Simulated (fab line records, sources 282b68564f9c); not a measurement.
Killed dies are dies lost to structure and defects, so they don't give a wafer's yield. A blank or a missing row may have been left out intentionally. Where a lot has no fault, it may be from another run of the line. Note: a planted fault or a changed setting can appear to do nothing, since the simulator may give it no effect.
fab line records -- flow rit_cmos
record lots=14, wafers=42, last_day=8
route steps=202 shown ACTIVE@2 NSD@140 M1@193
lots untouched by any fault: they come from a run of this same line in which no faults occurred
start_h: start of the lot's first displayed wafer, in hours after the record's first day -- wait_h: time in hours since the lot's previous step -- " the same as in the row above -- L1.1+2: one row covering several wafers at once -- - no value, or no start given -- * or withheld: withheld -- < > ~ a bound
route shown NAME@n: names a module that has steps shown in the file, with the first one's number in the route -- usual: the fault-free wafers' mean and standard deviation -- same: alike in all rows -- chamber/n: place in a boat -- sites: per-site readings -- _std_site: standard deviation of those values -- _edge_site: outer sites' mean less inner sites' -- radius_mm: for every site, how far away it sits from the centre of the wafer -- mask NAME#n: copy n -- behind: the last tool/chamber to shape the wafer -- hold: why the lot went on hold/how many hours it stayed there/how the hold came to an end -- device: which transistor (n, p or np) failed to switch -- end of line: the same wafers' tests at the end of the route -- a step with no rows: only its recipe -- killed: dies lost to structure and defects at the first sort, not the wafer's yield -- map: dies across one wafer; x = killed, . = not, _ = none there
set.NAME: the setting as run; set.NAME@STEP: as run at that earlier step -- model.NAME: the simulator's own value behind a step, which no gauge read
the route's steps for a sample of lots (tables are steps, rows are wafers)
services: when a tool's chamber went out of use (start_h, in hours from the record's first day, below 0 if earlier), for how many hours, and the reason
## steps
# step RIT_ACTIVE_OXIDATION_01
# recipe temp_c=991.7, ambient=O2, target_thk_a=468, ox_time_s=3360
# usual spike_tc_centre_C=994.7/1.2
lot.wafer,tool,chamber,start_h,wait_h,spike_tc_centre_C
L644.2,furnace-04,0,11.62,1.6,995.5
L644.5,furnace-04,0,11.62,1.6,996.6
L644.6,furnace-04,0,11.62,1.6,994.8
L646.3,furnace-01,0,20.32,0.3,995.9
L646.5,furnace-01,0,20.32,0.3,994.7
L646.6,furnace-01,0,20.32,0.3,994.3
L647.2,furnace-04,0,25.12,0.1,997.6
L647.5,furnace-04,0,25.12,0.1,997.6
L647.6,furnace-04,0,25.12,0.1,993.4
L649.1,furnace-04,0,36.11,1.1,996.5
L649.3,furnace-04,0,36.11,1.1,994.9
L649.5,furnace-04,0,36.11,1.1,997.3
L650.3,furnace-03,0,41.81,1.7,993.1
L650.4,furnace-03,0,41.81,1.7,995.9
L650.6,furnace-03,0,41.81,1.7,995.3
L651.1,furnace-04,0,45.12,0.1,995.4
L651.2,furnace-04,0,45.12,0.1,995.7
L651.3,furnace-04,0,45.12,0.1,995.3
L653.1,furnace-01,0,58.53,3.5,992.8
L653.2,furnace-01,0,58.53,3.5,994.3
L653.5,furnace-01,0,58.53,3.5,995.2
L655.2,furnace-01,0,66.71,1.7,994.1
L655.3,furnace-01,0,66.71,1.7,994.1
L655.6,furnace-01,0,66.71,1.7,994.4
L657.2,furnace-01,0,75.95,0.9,993.9
L657.3,furnace-01,0,75.95,0.9,992.3
L657.5,furnace-01,0,75.95,0.9,994.4
L658.3,furnace-03,0,80.84,0.8,994.7
L658.4,furnace-03,0,80.84,0.8,994.2
L658.6,furnace-03,0,80.84,0.8,995.4
L659.2,furnace-01,0,85.82,0.8,993.9
L659.3,furnace-01,0,85.82,0.8,994.4
L659.6,furnace-01,0,85.82,0.8,994.6
L660.1,furnace-04,0,91.36,1.3,996.0
L660.4,furnace-04,0,91.36,1.3,994.4
L660.5,furnace-04,0,91.36,1.3,996.4
L664.1,furnace-03,0,111.29,1.3,992.5
L664.2,furnace-03,0,111.29,1.3,994.1
L664.6,furnace-03,0,111.29,1.3,994.2
L667.2,furnace-03,0,126.54,1.5,994.9
L667.3,furnace-03,0,126.54,1.5,993.9
L667.5,furnace-03,0,126.54,1.5,995.3
# step RIT_ACTIVE_THK_MEAS_02
# recipe reads=SiO2_of_ACTIVE_OXIDATION_01
# usual ACTIVE_OXIDE_THK=43.1/0.78
lot.wafer,tool,chamber,start_h,wait_h,ACTIVE_OXIDE_THK[nm]
L644.2,film_metro-02,-,13.56,0.0,43.5
L644.5,film_metro-02,-,13.56,0.0,43.5
L644.6,film_metro-02,-,13.56,0.0,42.7
L646.3,film_metro-02,-,22.27,0.0,43.2
L646.5,film_metro-02,-,22.27,0.0,43.6
L646.6,film_metro-02,-,22.27,0.0,44.0
L647.2,film_metro-02,-,27.06,0.0,44.0
L647.5,film_metro-02,-,27.06,0.0,44.8
L647.6,film_metro-02,-,27.06,0.0,44.6
L649.1,film_metro-01,-,38.04,0.0,43.3
L649.3,film_metro-01,-,38.04,0.0,43.6
L649.5,film_metro-01,-,38.04,0.0,43.3
L650.3,film_metro-03,-,43.76,0.0,44.2
L650.4,film_metro-03,-,43.76,0.0,44.0
L650.6,film_metro-03,-,43.76,0.0,44.4
L651.1,film_metro-01,-,47.09,0.0,43.0
L651.2,film_metro-01,-,47.09,0.0,43.1
L651.3,film_metro-01,-,47.09,0.0,43.4
L653.1,film_metro-03,-,60.46,0.0,42.2
L653.2,film_metro-03,-,60.46,0.0,42.0
L653.5,film_metro-03,-,60.46,0.0,41.9
L655.2,film_metro-01,-,68.66,0.0,42.2
L655.3,film_metro-01,-,68.66,0.0,42.3
L655.6,film_metro-01,-,68.66,0.0,42.5
L657.2,film_metro-02,-,77.89,0.0,46.3
L657.3,film_metro-02,-,77.89,0.0,46.9
L657.5,film_metro-02,-,77.89,0.0,46.1
L658.3,film_metro-01,-,82.79,0.0,42.6
L658.4,film_metro-01,-,82.79,0.0,42.2
L658.6,film_metro-01,-,82.79,0.0,42.0
L659.2,film_metro-01,-,87.76,0.0,46.2
L659.3,film_metro-01,-,87.76,0.0,46.3
L659.6,film_metro-01,-,87.76,0.0,45.3
L660.1,film_metro-02,-,93.30,0.0,42.7
L660.4,film_metro-02,-,93.30,0.0,41.9
L660.5,film_metro-02,-,93.30,0.0,41.9
L664.1,film_metro-02,-,113.22,0.0,42.5
L664.2,film_metro-02,-,113.22,0.0,43.5
L664.6,film_metro-02,-,113.22,0.0,43.0
L667.2,film_metro-03,-,128.48,0.0,43.0
L667.3,film_metro-03,-,128.48,0.0,42.4
L667.5,film_metro-03,-,128.48,0.0,43.1
# step RIT_ACTIVE_CD_MEAS_11
# recipe target_cd_nm=1400
# usual cd_nm=1400.3/2.2
lot.wafer,tool,chamber,start_h,wait_h,cd_nm
L644.2,cd_sem-01,-,16.26,-,1401.4
L644.5,cd_sem-01,-,16.26,-,1401.4
L644.6,cd_sem-01,-,16.26,-,1402.3
L646.3,cd_sem-02,-,24.98,-,1404.2
L646.5,cd_sem-02,-,24.98,-,1403.9
L646.6,cd_sem-02,-,24.98,-,1403.0
L647.2,cd_sem-02,-,29.67,-,1402.1
L647.5,cd_sem-02,-,29.67,-,1402.2
L647.6,cd_sem-02,-,29.67,-,1401.4
L649.1,cd_sem-02,-,40.43,-,1398.9
L649.3,cd_sem-02,-,40.43,-,1397.2
L649.5,cd_sem-02,-,40.43,-,1396.5
L650.3,cd_sem-02,-,46.19,-,1400.7
L650.4,cd_sem-02,-,46.19,-,1398.3
L650.6,cd_sem-02,-,46.19,-,1399.7
L651.1,cd_sem-01,-,50.65,-,1399.8
L651.2,cd_sem-01,-,50.65,-,1398.2
L651.3,cd_sem-01,-,50.65,-,1401.7
L653.1,cd_sem-02,-,63.87,-,1399.1
L653.2,cd_sem-02,-,63.87,-,1400.6
L653.5,cd_sem-02,-,63.87,-,1397.4
L655.2,cd_sem-01,-,72.52,-,1402.5
L655.3,cd_sem-01,-,72.52,-,1400.9
L655.6,cd_sem-01,-,72.52,-,1402.8
L657.2,cd_sem-01,-,81.00,-,1401.3
L657.3,cd_sem-01,-,81.00,-,1401.5
L657.5,cd_sem-01,-,81.00,-,1400.5
L658.3,cd_sem-02,-,86.16,-,1399.8
L658.4,cd_sem-02,-,86.16,-,1401.6
L658.6,cd_sem-02,-,86.16,-,1400.8
L659.2,cd_sem-02,-,91.07,-,1404.2
L659.3,cd_sem-02,-,91.07,-,1402.2
L659.6,cd_sem-02,-,91.07,-,1400.2
L660.1,cd_sem-01,-,96.52,-,1401.6
L660.4,cd_sem-01,-,96.52,-,1402.7
L660.5,cd_sem-01,-,96.52,-,1401.4
L664.1,cd_sem-01,-,118.00,-,1401.1
L664.2,cd_sem-01,-,118.00,-,1400.9
L664.6,cd_sem-01,-,118.00,-,1403.6
L667.2,cd_sem-01,-,137.62,-,1399.4
L667.3,cd_sem-01,-,137.62,-,1397.3
L667.5,cd_sem-01,-,137.62,-,1399.0
# step RIT_NSD_STRIP_09
# recipe chemistry=O2, time_s=180, resist=NOVOLAK, platen_temp_c=withheld, power_w=500, pressure_mtorr=4000, o2_flow_sccm=4000
# usual drypump_motor_current_A=5.8/0.54
# same time_s=180
lot.wafer,tool,chamber,start_h,wait_h,drypump_motor_current_A,rf_hours_counter_h
L644.2,plasma_asher-04,1,54.19,0.1,6.2,43
L644.5,plasma_asher-04,1,54.19,0.1,6.2,-
L644.6,plasma_asher-04,0,54.19,0.1,5.1,-
L646.3,plasma_asher-01,0,63.00,0.1,5.1,-
L646.5,plasma_asher-01,1,63.00,0.1,6.4,-
L646.6,plasma_asher-01,0,63.00,0.1,5.0,-
L647.2,plasma_asher-04,0,74.93,0.1,5.1,45
L647.5,plasma_asher-04,0,74.93,0.1,5.1,-
L647.6,plasma_asher-04,1,74.93,0.1,6.1,-
L649.1,plasma_asher-02,0,84.08,0.1,6.0,41
L649.3,plasma_asher-02,0,84.08,0.1,6.1,-
L649.5,plasma_asher-02,1,84.08,0.1,6.2,-
L650.3,plasma_asher-01,0,84.38,0.1,5.0,-
L650.4,plasma_asher-01,1,84.38,0.1,6.4,-
L650.6,plasma_asher-01,0,84.38,0.1,5.0,-
L651.1,plasma_asher-01,0,99.75,0.1,5.0,45
L651.2,plasma_asher-01,1,99.75,0.1,6.4,45
L651.3,plasma_asher-01,0,99.75,0.1,5.0,-
L653.1,plasma_asher-04,0,105.50,0.1,5.1,48
L653.2,plasma_asher-04,1,105.50,0.1,6.1,48
L653.5,plasma_asher-04,0,105.50,0.1,5.1,-
L655.2,plasma_asher-01,0,116.53,0.1,5.1,46
L655.3,plasma_asher-01,0,116.53,0.1,5.0,-
L655.6,plasma_asher-01,1,116.53,0.1,6.4,-
L657.2,plasma_asher-02,1,128.34,0.1,6.1,1
L657.3,plasma_asher-02,0,128.34,0.1,6.1,-
L657.5,plasma_asher-02,0,128.34,0.1,6.1,-
L658.3,plasma_asher-02,1,134.84,0.1,6.1,-
L658.4,plasma_asher-02,0,134.84,0.1,6.1,-
L658.6,plasma_asher-02,1,134.84,0.1,6.1,-
L659.2,plasma_asher-01,0,140.63,0.1,5.1,48
L659.3,plasma_asher-01,1,140.63,0.1,6.4,-
L659.6,plasma_asher-01,0,140.63,0.1,5.1,-
L660.1,plasma_asher-02,0,140.88,0.1,6.0,2
L660.4,plasma_asher-02,0,140.88,0.1,6.0,-
L660.5,plasma_asher-02,1,140.88,0.1,6.1,-
L664.1,plasma_asher-04,1,160.42,0.1,6.1,55
L664.2,plasma_asher-04,0,160.42,0.1,5.1,55
L664.6,plasma_asher-04,0,160.42,0.1,5.1,-
L667.2,plasma_asher-04,1,187.02,0.1,6.2,57
L667.3,plasma_asher-04,1,187.02,0.1,6.1,-
L667.5,plasma_asher-04,1,187.02,0.1,6.2,-
# step RIT_M1_CD_MEAS_09
# recipe target_cd_nm=2600
# usual cd_nm=2599.8/2.3
lot.wafer,tool,chamber,start_h,wait_h,cd_nm
L644.2,cd_sem-02,-,61.20,-,2601.7
L644.5,cd_sem-02,-,61.20,-,2602.9
L644.6,cd_sem-02,-,61.20,-,2599.8
L646.3,cd_sem-02,-,69.93,-,2599.9
L646.5,cd_sem-02,-,69.93,-,2598.1
L646.6,cd_sem-02,-,69.93,-,2599.7
L647.2,cd_sem-01,-,81.68,-,2599.2
L647.5,cd_sem-01,-,81.68,-,2601.2
L647.6,cd_sem-01,-,81.68,-,2599.9
L649.1,cd_sem-01,-,90.88,-,2599.8
L649.3,cd_sem-01,-,90.88,-,2600.3
L649.5,cd_sem-01,-,90.88,-,2598.2
L650.3,cd_sem-01,-,91.41,-,2599.4
L650.4,cd_sem-01,-,91.41,-,2599.6
L650.6,cd_sem-01,-,91.41,-,2600.5
L651.1,cd_sem-01,-,106.79,-,2597.9
L651.2,cd_sem-01,-,106.79,-,2600.2
L651.3,cd_sem-01,-,106.79,-,2598.6
L653.1,cd_sem-01,-,112.53,-,2602.8
L653.2,cd_sem-01,-,112.53,-,2604.7
L653.5,cd_sem-01,-,112.53,-,2604.5
L655.2,cd_sem-02,-,123.48,-,2596.2
L655.3,cd_sem-02,-,123.48,-,2596.2
L655.6,cd_sem-02,-,123.48,-,2595.5
L657.2,cd_sem-01,-,135.27,-,2594.2
L657.3,cd_sem-01,-,135.27,-,2594.8
L657.5,cd_sem-01,-,135.27,-,2593.7
L658.3,cd_sem-01,-,141.91,-,2597.6
L658.4,cd_sem-01,-,141.91,-,2598.3
L658.6,cd_sem-01,-,141.91,-,2596.5
L659.2,cd_sem-01,-,147.68,-,2594.7
L659.3,cd_sem-01,-,147.68,-,2597.8
L659.6,cd_sem-01,-,147.68,-,2597.4
L660.1,cd_sem-02,-,147.97,-,2598.7
L660.4,cd_sem-02,-,147.97,-,2599.5
L660.5,cd_sem-02,-,147.97,-,2601.3
L664.1,cd_sem-02,-,167.59,-,2599.9
L664.2,cd_sem-02,-,167.59,-,2598.6
L664.6,cd_sem-02,-,167.59,-,2599.8
L667.2,cd_sem-01,-,194.59,-,2602.0
L667.3,cd_sem-01,-,194.59,-,2602.8
L667.5,cd_sem-01,-,194.59,-,2601.2
## services
tool,chamber,start_h,hours,kind
furnace-01,-,5.79,4.1,pm
plasma_asher-01,-,10.81,3.7,repair
plasma_asher-02,-,34.74,1.7,repair
plasma_asher-01,-,38.09,5.4,repair
plasma_asher-02,-,68.80,1.6,repair
furnace-04,-,97.41,6.8,pm
plasma_asher-01,-,100.24,14.6,pm
plasma_asher-02,-,108.75,9.0,pm
plasma_asher-02,0,108.75,9.0,vent_cycle
plasma_asher-02,1,108.75,9.0,vent_cycle
plasma_asher-02,0,117.75,-,clean
plasma_asher-02,1,117.75,-,clean
furnace-03,-,138.93,3.1,pm
furnace-01,-,143.87,16.0,pm
furnace-01,-,159.84,3.8,pm
furnace-01,-,163.65,2.4,pm
## key
first_sign step=RIT_ACTIVE_THK_MEAS_02, reading=ACTIVE_OXIDE_THK, direction=up, sigmas=4, usual=43.1, struck=46.2
effect none on later readings
met_at RIT_ACTIVE_OXIDATION_01
struck_lots L657,L659
tester_left_out L657,L659
not_acting_at RIT_ACTIVE_CD_MEAS_11,RIT_NSD_STRIP_09,RIT_M1_CD_MEAS_09
onset_between 66.71 75.95
fault kind=process_parameter_drift, tool=furnace-01, chamber=-, onset_h=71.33, steps=RIT_ACTIVE_OXIDATION_01, channel=ox_time_s, offset=*, shape=step, end_h=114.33, acts_in=*, stated=*
# tester_left_out: of these lots the tester's yield and bins aren't shown, on N5 and GAA mostly nor the transistor test; their killed dies are dies lost to structure and defects alone, not to doping, threshold or leakage, so they don't give the yield
